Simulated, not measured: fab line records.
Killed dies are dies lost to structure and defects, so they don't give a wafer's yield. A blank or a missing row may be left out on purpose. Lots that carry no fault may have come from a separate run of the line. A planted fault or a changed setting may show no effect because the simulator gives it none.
fab line records | flow ritCmos
[record] lots = 14 | wafers = 42 | lastDay = 7
route steps=202 shown NWELL@36
lots that met no fault: from a run of the same line without faults
startH: start of the lot's first displayed wafer, in hours after the record's first day | waitH: hours from the lot's prior step to this one | " repeats the value in the row above | L1.1+2: one row covering several wafers at once | - either no value or no given start | * or withheld: withheld | < > ~ a bound
route shown NAME@n: names a module that has steps shown in the file, with the first one's number in the route | usual: mean/standard deviation of fault-free wafers | same: alike in all rows | chamber/n: place in a boat | sites: per-site readings | _std_site: the values' standard deviation | _edge_site: outer sites' mean less inner sites' | radiusMm: how far each site lies from the wafer's centre | mask NAME#n: copy n | behind: the tool/chamber that last shaped the wafer | hold: what put the lot on hold/how long, in hours/how the hold closed | device: whichever transistor did not switch (one of n, p or np) | end of line: tests of these same wafers at the route's end | for a step that has no rows: nothing shown but its recipe | killed: the dies lost at the first sort to structure and to defects; this is not the yield of the wafer | map: the dies of a wafer, with x for killed, . for not killed, _ for no die there
set.NAME: the setting the step ran with; set.NAME@STEP: the setting that earlier step ran with | model.NAME: the simulator's own value behind a step, which no gauge read
route steps across a sampled set of lots; one table per step, one row per wafer
services: from which hour (startH, from the record's first day; less than 0 if before it) a tool's chamber was out of use, for how many hours, and why
[[steps]]
[step RIT_NWELL_IMPLANT_08]
[recipe] species = P | energyKev = 170 | doseCm2 = 5e+13 | tiltDeg = 7
[usual] beamEnergyKeV = 169.99/0.043
lot.wafer | tool         | chamber | startH | waitH | beamEnergyKeV
L787.1    | implanter-04 | 0       | 34.67  | 0.2   | 169.98
L787.2    | "            | 0       | "      | "     | 169.98
L787.5    | "            | 0       | "      | "     | 170.00
L788.2    | implanter-04 | 0       | 37.70  | 0.2   | 170.01
L788.4    | "            | 0       | "      | "     | 169.96
L788.6    | "            | 0       | "      | "     | 169.97
L789.1    | implanter-04 | 0       | 42.96  | 0.2   | 170.02
L789.2    | "            | 0       | "      | "     | 170.01
L789.6    | "            | 0       | "      | "     | 170.03
L791.1    | implanter-03 | 0       | 53.29  | 0.2   | 169.99
L791.3    | "            | 0       | "      | "     | 170.10
L791.6    | "            | 0       | "      | "     | 170.05
L793.2    | implanter-04 | 0       | 63.59  | 0.2   | 170.10
L793.4    | "            | 0       | "      | "     | 169.96
L793.6    | "            | 0       | "      | "     | 170.04
L794.1    | implanter-03 | 0       | 68.69  | 0.2   | 170.02
L794.3    | "            | 0       | "      | "     | 169.96
L794.5    | "            | 0       | "      | "     | 169.99
L795.2    | implanter-03 | 0       | 71.40  | 0.2   | 169.98
L795.3    | "            | 0       | "      | "     | 169.98
L795.4    | "            | 0       | "      | "     | 170.01
L796.1    | implanter-04 | 0       | 76.65  | 0.2   | 170.02
L796.4    | "            | 0       | "      | "     | 170.01
L796.6    | "            | 0       | "      | "     | 169.99
L797.4    | implanter-04 | 0       | 82.46  | 0.2   | 119.05
L797.5    | "            | 0       | "      | "     | 118.98
L797.6    | "            | 0       | "      | "     | 119.02
L801.1    | implanter-03 | 0       | 102.64 | 0.2   | 169.98
L801.2    | "            | 0       | "      | "     | 169.97
L801.5    | "            | 0       | "      | "     | 169.96
L802.1    | implanter-04 | 0       | 107.09 | 0.2   | 119.00
L802.4    | "            | 0       | "      | "     | 118.98
L802.6    | "            | 0       | "      | "     | 118.92
L804.3    | implanter-01 | 0       | 117.98 | 0.2   | 170.00
L804.4    | "            | 0       | "      | "     | 170.01
L804.5    | "            | 0       | "      | "     | 170.02
L805.1    | implanter-03 | 0       | 122.04 | 0.2   | 169.98
L805.2    | "            | 0       | "      | "     | 169.95
L805.3    | "            | 0       | "      | "     | 169.89
L806.1    | implanter-01 | 0       | 127.34 | 0.2   | 170.03
L806.2    | "            | 0       | "      | "     | 170.03
L806.5    | "            | 0       | "      | "     | 170.00
[step RIT_NWELL_TW_MEAS_10]
[usual] NWELL_TW = 2140/22
lot.wafer | tool         | chamber | startH | waitH | NWELL_TW
L787.1    | filmMetro-03 | -       | 34.99  | 0.1   | 2107
L787.2    | "            | -       | "      | "     | 2118
L787.5    | "            | -       | "      | "     | 2109
L788.2    | filmMetro-03 | -       | 38.01  | 0.1   | 2109
L788.4    | "            | -       | "      | "     | 2111
L788.6    | "            | -       | "      | "     | 2120
L789.1    | filmMetro-03 | -       | 43.29  | 0.1   | 2112
L789.2    | "            | -       | "      | "     | 2106
L789.6    | "            | -       | "      | "     | 2111
L791.1    | filmMetro-04 | -       | 53.61  | 0.1   | 2158
L791.3    | "            | -       | "      | "     | 2166
L791.6    | "            | -       | "      | "     | 2168
L793.2    | filmMetro-01 | -       | 63.90  | 0.1   | 2135
L793.4    | "            | -       | "      | "     | 2143
L793.6    | "            | -       | "      | "     | 2148
L794.1    | filmMetro-01 | -       | 69.02  | 0.1   | 2139
L794.3    | "            | -       | "      | "     | 2138
L794.5    | "            | -       | "      | "     | 2135
L795.2    | filmMetro-03 | -       | 71.71  | 0.1   | 2105
L795.3    | "            | -       | "      | "     | 2118
L795.4    | "            | -       | "      | "     | 2099
L796.1    | filmMetro-03 | -       | 76.98  | 0.1   | 2106
L796.4    | "            | -       | "      | "     | 2113
L796.6    | "            | -       | "      | "     | 2117
L797.4    | filmMetro-04 | -       | 82.74  | 0.1   | 2014
L797.5    | "            | -       | "      | "     | 2024
L797.6    | "            | -       | "      | "     | 2005
L801.1    | filmMetro-01 | -       | 102.96 | 0.1   | 2147
L801.2    | "            | -       | "      | "     | 2144
L801.5    | "            | -       | "      | "     | 2141
L802.1    | filmMetro-01 | -       | 107.41 | 0.1   | 1981
L802.4    | "            | -       | "      | "     | 1994
L802.6    | "            | -       | "      | "     | 1990
L804.3    | filmMetro-01 | -       | 118.28 | 0.1   | 2143
L804.4    | "            | -       | "      | "     | 2130
L804.5    | "            | -       | "      | "     | 2149
L805.1    | filmMetro-01 | -       | 122.36 | 0.1   | 2148
L805.2    | "            | -       | "      | "     | 2154
L805.3    | "            | -       | "      | "     | 2136
L806.1    | filmMetro-04 | -       | 127.67 | 0.1   | 2173
L806.2    | "            | -       | "      | "     | 2160
L806.5    | "            | -       | "      | "     | 2171
[step RIT_WELLDRIVE_RS_MEAS_01]
[recipe] thkMeasGauge = four-point-probe
[usual] NWELL_RS = 275.3/0.74
lot.wafer | tool         | chamber | startH | waitH | NWELL_RS[ohm/sq]
L787.1    | filmMetro-01 | -       | 42.56  | 0.0   | 274.7
L787.2    | "            | -       | "      | "     | 275.9
L787.5    | "            | -       | "      | "     | 275.4
L788.2    | filmMetro-04 | -       | 46.91  | 0.0   | 276.3
L788.4    | "            | -       | "      | "     | 275.3
L788.6    | "            | -       | "      | "     | 276.1
L789.1    | filmMetro-01 | -       | 50.29  | 0.0   | 275.2
L789.2    | "            | -       | "      | "     | 275.0
L789.6    | "            | -       | "      | "     | 276.1
L791.1    | filmMetro-03 | -       | 60.58  | 0.0   | 275.2
L791.3    | "            | -       | "      | "     | 274.5
L791.6    | "            | -       | "      | "     | 275.9
L793.2    | filmMetro-03 | -       | 70.98  | 0.0   | 275.4
L793.4    | "            | -       | "      | "     | 274.8
L793.6    | "            | -       | "      | "     | 275.6
L794.1    | filmMetro-03 | -       | 77.33  | 0.0   | 276.7
L794.3    | "            | -       | "      | "     | 276.2
L794.5    | "            | -       | "      | "     | 276.5
L795.2    | filmMetro-01 | -       | 79.51  | 0.0   | 274.9
L795.3    | "            | -       | "      | "     | 274.8
L795.4    | "            | -       | "      | "     | 274.3
L796.1    | filmMetro-01 | -       | 83.97  | 0.0   | 274.8
L796.4    | "            | -       | "      | "     | 273.8
L796.6    | "            | -       | "      | "     | 274.3
L797.4    | filmMetro-04 | -       | 89.96  | 0.1   | 277.3
L797.5    | "            | -       | "      | "     | 276.9
L797.6    | "            | -       | "      | "     | 277.1
L801.1    | filmMetro-01 | -       | 109.78 | 0.0   | 274.4
L801.2    | "            | -       | "      | "     | 274.4
L801.5    | "            | -       | "      | "     | 274.9
L802.1    | filmMetro-01 | -       | 114.86 | 0.0   | 277.3
L802.4    | "            | -       | "      | "     | 277.6
L802.6    | "            | -       | "      | "     | 277.8
L804.3    | filmMetro-03 | -       | 125.30 | 0.0   | 275.6
L804.4    | "            | -       | "      | "     | 275.3
L804.5    | "            | -       | "      | "     | 274.8
L805.1    | filmMetro-03 | -       | 129.06 | 0.0   | 274.3
L805.2    | "            | -       | "      | "     | 275.4
L805.3    | "            | -       | "      | "     | 275.3
L806.1    | filmMetro-04 | -       | 134.36 | 0.0   | 276.0
L806.2    | "            | -       | "      | "     | 275.7
L806.5    | "            | -       | "      | "     | 274.9
[[services]]
tool         | chamber | startH | hours | kind
implanter-04 | -       | 45.12  | 4.3   | repair
implanter-04 | -       | 107.72 | 3.5   | repair
[[key]]
[firstSign] step = RIT_NWELL_IMPLANT_08 | reading = beamEnergyKeV | direction = down | sigmas = 99+ | usual = 169.99 | struck = 118.99
[effect] step = RIT_NWELL_TW_MEAS_10 | reading = NWELL_TW | direction = down | sigmas = 6.3 | usual = 2140 | struck = 2001
[effect] step = RIT_WELLDRIVE_RS_MEAS_01 | reading = NWELL_RS | direction = up | sigmas = 2.8 | usual = 275.3 | struck = 277.4
metAt RIT_NWELL_IMPLANT_08
struckLots L797,L802
testerLeftOut L797,L802
onsetBetween 76.65 82.46
[fault] kind = processParameterDrift | tool = implanter-04 | chamber = - | onsetH = 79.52 | steps = RIT_NWELL_IMPLANT_08 | channel = energyKev | offset = -51 | shape = step | endH = 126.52 | actsIn = theseRecipesOnly | stated = 170
// testerLeftOut: of these lots the tester's yield and bins aren't shown, on N5 and GAA mostly nor the transistor test; their killed dies are dies lost to structure and defects alone, not to doping, threshold or leakage, so they don't give the yield
